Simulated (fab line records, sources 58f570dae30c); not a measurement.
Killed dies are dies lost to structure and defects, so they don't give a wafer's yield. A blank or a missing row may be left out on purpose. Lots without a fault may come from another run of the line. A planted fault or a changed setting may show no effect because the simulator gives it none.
fab line records | flow berkeley_cmos170
record lots=5 wafers=15 last_day=13
route steps=331 shown PWELL@47 WELLDRIVE@55 ACTIVE@60
lots that met no fault: from a run of the same line without faults
start_h: hours from the record's first day to the start of the lot's first wafer shown | wait_h: hours since the lot's step before | " the same as in the row above | L1.1+2: a row that stands for several wafers | - no value, or no start given | * or withheld: withheld | < > ~ a bound
route shown NAME@n: a module of which the file shows steps, and the number in the route of the first | usual: mean/standard deviation of fault-free wafers | same: alike in all rows | chamber/n: place in a boat | sites: the reading at each site | _std_site: their standard deviation | _edge_site: outer sites' mean less inner sites' | radius_mm: how far each site lies from the wafer's centre | mask NAME#n: copy n | behind: the tool/chamber that last shaped the wafer | hold: why the lot was held/for how many hours/how that ended | device: the transistor (n, p or np) that didn't switch | end of line: the same wafers' tests at the end of the route | a step without rows: its recipe alone | killed: dies lost to structure and defects at the first sort, not the wafer's yield | map: a wafer's dies, x killed, . not, _ none there
set.NAME: the setting as run; set.NAME@STEP: as run at that earlier step | model.NAME: the simulator's own value behind a step, which no gauge read
lots at some steps of the route; a table a step, a row a wafer
services: from which hour (start_h, from the record's first day; less than 0 if before it) a tool's chamber was out of use, for how many hours, and why
## steps
# step UCB170_PWELL_OVL_MEAS_13
# usual PWELL_OVL=1/5.8
# columns lot.wafer tool chamber start_h wait_h PWELL_OVL[nm]
L081.1 overlay-01 - 93.99 - 4
L081.2 " - " " 4
L081.3 " - " " 7
L085.3 overlay-02 - 111.99 - 16
L085.4 " - " " 8
L085.6 " - " " 9
L083.4 overlay-01 - 118.42 - 6
L083.5 " - " " 5
L083.6 " - " " 0
L089.1 overlay-01 - 131.53 - 8
L089.2 " - " " 4
L089.5 " - " " 11
L094.1 overlay-01 - 159.79 - -9
L094.3 " - " " -10
L094.6 " - " " 4
# step UCB170_PWELL_ETCH_14
# recipe chemistry=CH3F/Ar/O2 target=Si3N4 stop_on=SiO2 CH3F_flow_sccm=20 Ar_flow_sccm=50 O2_flow_sccm=7 pressure_mtorr=50 rf_w=450 target_depth_a=2420 over_etch_frac=0.1 time_s=151
# usual drypump_motor_current_A=5.8/0.39 oes_product_au=0.951/0.017 rf_fwd_power_W=447.8/1.6 throttle_valve_pct=8.02/0.091
# columns lot.wafer tool chamber start_h wait_h drypump_motor_current_A oes_product_au rf_fwd_power_W rf_hours_counter_h throttle_valve_pct
L081.1 rie_diel-04 3 94.02 0.0 5.7 0.936 447.9 15 7.95
L081.2 " 2 " " 5.8 0.955 446.6 14 8.05
L081.3 " 1 " " 5.9 0.955 448.6 11 8.01
L085.3 rie_diel-04 3 112.02 0.0 5.7 0.945 447.9 15 7.96
L085.4 " 2 " " 5.8 0.973 446.5 14 8.04
L085.6 " 3 " " 5.7 0.939 445.7 - 7.95
L083.4 rie_diel-02 3 118.44 0.0 5.8 0.973 447.2 109 8.02
L083.5 " 2 " " 4.7 0.952 447.3 - 7.91
L083.6 " 1 " " 5.7 0.942 448.1 - 8.19
L089.1 rie_diel-02 1 131.57 0.0 5.7 0.940 447.0 66 8.21
L089.2 " 3 " " 5.9 0.968 446.9 109 8.00
L089.5 " 1 " " 5.7 0.934 446.8 - 8.19
L094.1 rie_diel-04 1 159.83 0.0 5.9 0.960 447.2 14 8.03
L094.3 " 0 " " 6.3 0.960 450.4 5 8.04
L094.6 " 3 " " 5.7 0.945 445.9 - 7.94
# step UCB170_PWELL_IMPLANT_15
# recipe species=B dose_cm2=5e+12 energy_kev=60 tilt_deg=7
# columns lot.wafer tool chamber start_h wait_h
L081.1+2+3 implanter-01 0 94.12 0.1
L085.3+4+6 implanter-04 0 112.17 0.1
L083.4+5+6 implanter-02 0 118.61 0.1
L089.1+2+5 implanter-01 0 131.67 0.1
L094.1+3+6 implanter-04 0 159.93 0.1
# step UCB170_PWELL_STRIP_16
# recipe chemistry=O2 power_w=400 pressure_mtorr=3500 platen_temp_c=withheld o2_flow_sccm=400 overash_fraction=0.5
# usual drypump_motor_current_A=5.7/0.48 oes_product_au=0.721/0.0045 strip_time_to_endpoint_s=18.09/0.081
# columns lot.wafer tool chamber start_h wait_h drypump_motor_current_A oes_product_au rf_hours_counter_h strip_time_to_endpoint_s
L081.1 plasma_asher-01 1 94.27 0.1 5.7 0.719 39 18.17
L081.2 " 0 " " 5.5 0.715 39 18.12
L081.3 " 1 " " 5.7 0.716 - 18.13
L085.3 plasma_asher-02 0 112.30 0.1 5.2 0.724 - 18.09
L085.4 " 1 " " 6.5 0.729 - 18.10
L085.6 " 1 " " 6.5 0.717 - 18.14
L083.4 plasma_asher-02 0 118.72 0.1 5.2 0.721 - 17.97
L083.5 " 1 " " 6.6 0.726 - 17.93
L083.6 " 0 " " 5.3 0.725 - 18.03
L089.1 plasma_asher-02 0 131.82 0.1 5.2 0.724 41 17.98
L089.2 " 1 " " 6.6 0.718 41 17.99
L089.5 " 1 " " 6.6 0.719 - 18.03
L094.1 plasma_asher-01 1 160.08 0.1 5.7 0.724 48 18.10
L094.3 " 0 " " 5.5 0.715 - 18.08
L094.6 " 1 " " 5.8 0.715 - 18.11
# step UCB170_PWELL_TW_MEAS_17
# usual PWELL_TW=375.2/2.9
# columns lot.wafer tool chamber start_h wait_h PWELL_TW
L081.1 film_metro-02 - 94.37 0.1 373.6
L081.2 " - " " 372.8
L081.3 " - " " 373.7
L085.3 film_metro-02 - 112.39 0.1 375.5
L085.4 " - " " 376.0
L085.6 " - " " 373.6
L083.4 film_metro-02 - 118.82 0.1 375.7
L083.5 " - " " 375.4
L083.6 " - " " 375.5
L089.1 film_metro-02 - 131.92 0.1 374.4
L089.2 " - " " 374.3
L089.5 " - " " 375.1
L094.1 film_metro-03 - 160.18 0.1 377.1
L094.3 " - " " 378.0
L094.6 " - " " 376.7
# step UCB170_PWELL_CLEAN_18
# recipe chemistry=SPM temp_c=120 time_s=600
# columns lot.wafer tool chamber start_h wait_h
L081.1+2+3 wet_bench-01 2 98.02 3.6
L085.3+4+6 wet_bench-02 2 112.43 0.0
L083.4+5+6 wet_bench-03 2 119.00 0.2
L089.1+2+5 wet_bench-02 2 132.32 0.4
L094.1+3+6 wet_bench-03 2 160.24 0.1
# step UCB170_PWELL_WET_ETCH_19
# recipe chemistry=H3PO4 target=Si3N4 temp_c=160 time_s=14400
# columns lot.wafer tool chamber start_h wait_h
L081.1+2+3 wet_bench-03 3 98.78 0.6
L085.3+4+6 wet_bench-02 2 112.60 0.0
L083.4+5+6 wet_bench-01 2 119.24 0.1
L089.1+2+5 wet_bench-02 1 132.67 0.2
L094.1+3+6 wet_bench-02 2 160.42 0.0
# step UCB170_PWELL_WET_ETCH_20
# recipe chemistry=BOE dilution=5:1 target=SiO2 temp_c=25 time_s=22
# columns lot.wafer tool chamber start_h wait_h
L081.1+2+3 wet_bench-03 2 102.84 0.1
L085.3+4+6 wet_bench-02 0 117.51 0.9
L083.4+5+6 wet_bench-03 3 127.26 0.0
L089.1+2+5 wet_bench-02 2 136.85 0.2
L094.1+3+6 wet_bench-02 3 164.69 0.3
# step UCB170_WELLDRIVE_CLEAN_00
# recipe chemistry=SPM temp_c=120 time_s=600
# columns lot.wafer tool chamber start_h wait_h
L081.1+2+3 wet_bench-03 3 102.87 0.0
L085.3+4+6 wet_bench-03 1 118.43 0.9
L083.4+5+6 wet_bench-01 2 127.28 0.0
L089.1+2+5 wet_bench-02 3 136.87 0.0
L094.1+3+6 wet_bench-01 2 164.74 0.0
# step UCB170_WELLDRIVE_OXIDATION_01
# recipe temp_c=1100 ambient=O2 target_thk_a=1990 ox_time_s=9000
# usual zone_power_load_pct=44.4/2.5
# columns lot.wafer tool chamber start_h wait_h zone_power_load_pct
L081.1 furnace-04 0 107.05 3.8 47.2
L081.2 " 0 " " 47.1
L081.3 " 0 " " 47.4
L085.3 furnace-01 0 121.14 2.5 45.3
L085.4 " 0 " " 45.6
L085.6 " 0 " " 45.3
L083.4 furnace-04 0 130.10 2.5 47.7
L083.5 " 0 " " 46.7
L083.6 " 0 " " 47.1
L089.1 furnace-02 0 141.96 4.9 40.6
L089.2 " 0 " " 41.6
L089.5 " 0 " " 41.1
L094.1 furnace-02 0 168.42 3.5 41.0
L094.3 " 0 " " 41.4
L094.6 " 0 " " 41.1
# step UCB170_WELLDRIVE_THK_MEAS_02
# recipe reads=SiO2_of_WELLDRIVE_OXIDATION_01
# usual WELLDRIVE_OXIDE_THK=200/3.4
# columns lot.wafer tool chamber start_h wait_h WELLDRIVE_OXIDE_THK[nm]
L081.1 film_metro-01 - 110.55 0.0 200
L081.2 " - " " 201
L081.3 " - " " 204
L085.3 film_metro-01 - 124.66 0.0 200
L085.4 " - " " 199
L085.6 " - " " 203
L083.4 film_metro-02 - 133.63 0.0 198
L083.5 " - " " 195
L083.6 " - " " 199
L089.1 film_metro-02 - 145.47 0.0 201
L089.2 " - " " 199
L089.5 " - " " 200
L094.1 film_metro-03 - 171.92 0.0 200
L094.3 " - " " 198
L094.6 " - " " 199
# step UCB170_WELLDRIVE_ANNEAL_03
# recipe temp_c=1100 time_s=900 ambient=N2
# usual zone_power_load_pct=44.5/2.4
# columns lot.wafer tool chamber start_h wait_h zone_power_load_pct
L081.1 furnace-01 0 115.47 4.9 44.6
L081.2 " 0 " " 45.8
L081.3 " 0 " " 46.1
L085.3 furnace-04 0 127.52 2.9 46.7
L085.4 " 0 " " 47.1
L085.6 " 0 " " 47.2
L083.4 furnace-02 0 137.88 4.2 41.1
L083.5 " 0 " " 40.7
L083.6 " 0 " " 41.6
L089.1 furnace-02 0 149.56 4.1 41.8
L089.2 " 0 " " 40.6
L089.5 " 0 " " 41.5
L094.1 furnace-01 0 176.47 4.5 45.4
L094.3 " 0 " " 45.1
L094.6 " 0 " " 44.5
# step UCB170_WELLDRIVE_WET_ETCH_04
# recipe chemistry=BOE dilution=5:1 target=SiO2 temp_c=25 time_s=120
# columns lot.wafer tool chamber start_h wait_h
L081.1+2+3 wet_bench-02 3 117.53 0.8
L085.3+4+6 wet_bench-01 3 128.77 0.0
L083.4+5+6 wet_bench-01 1 139.85 0.7
L089.1+2+5 wet_bench-01 2 150.88 0.1
L094.1+3+6 wet_bench-03 2 177.72 0.0
# step UCB170_ACTIVE_CLEAN_00
# recipe chemistry=SPM temp_c=120 time_s=600
# columns lot.wafer tool chamber start_h wait_h
L081.1+2+3 wet_bench-03 2 118.61 1.0
L085.3+4+6 wet_bench-03 3 128.81 0.0
L083.4+5+6 wet_bench-01 0 140.25 0.4
L089.1+2+5 wet_bench-01 2 150.93 0.0
L094.1+3+6 wet_bench-02 1 177.76 0.0
# step UCB170_ACTIVE_CLEAN_01
# recipe chemistry=dHF dilution=25:1 time_s=60
# columns lot.wafer tool chamber start_h wait_h
L081.1+2+3 wet_bench-03 0 118.97 0.2
L085.3+4+6 wet_bench-01 2 129.00 0.0
L083.4+5+6 wet_bench-01 1 140.60 0.2
L089.1+2+5 wet_bench-03 0 151.11 0.0
L094.1+3+6 wet_bench-03 1 177.94 0.0
# step UCB170_ACTIVE_OXIDATION_02
# recipe temp_c=1000 ambient=O2 target_thk_a=264 ox_time_s=1260
# usual zone_power_load_pct=35.8/2
# columns lot.wafer tool chamber start_h wait_h zone_power_load_pct
L081.1 furnace-02 0 121.21 2.2 32.4
L081.2 " 0 " " 32.4
L081.3 " 0 " " 32.3
L085.3 furnace-02 0 133.93 4.9 32.7
L085.4 " 0 " " 31.7
L085.6 " 0 " " 32.3
L083.4 furnace-04 0 146.72 6.1 37.4
L083.5 " 0 " " 37.7
L083.6 " 0 " " 37.2
L089.1 furnace-04 0 157.35 6.2 37.5
L089.2 " 0 " " 37.0
L089.5 " 0 " " 36.7
L094.1 furnace-04 0 183.55 5.6 36.2
L094.3 " 0 " " 36.7
L094.6 " 0 " " 37.0
## services
# columns tool chamber start_h hours kind
implanter-02 - 86.51 4.7 repair
plasma_asher-02 - 87.91 1.6 repair
rie_diel-04 3 98.56 7.5 repair
implanter-04 - 108.43 1.4 repair
implanter-04 - 124.82 0.8 repair
implanter-04 - 127.63 1.2 repair
implanter-02 - 131.97 2.8 repair
rie_diel-04 2 136.30 3.8 repair
rie_diel-04 3 140.62 15.6 repair
furnace-01 - 141.22 3.3 pm
implanter-02 - 145.39 2.7 repair
implanter-01 - 147.26 1.1 repair
furnace-01 - 152.15 2.8 pm
furnace-02 - 155.31 3.9 pm
rie_diel-02 1 157.96 8.2 repair
rie_diel-02 3 173.81 4.6 repair
## key
fault none
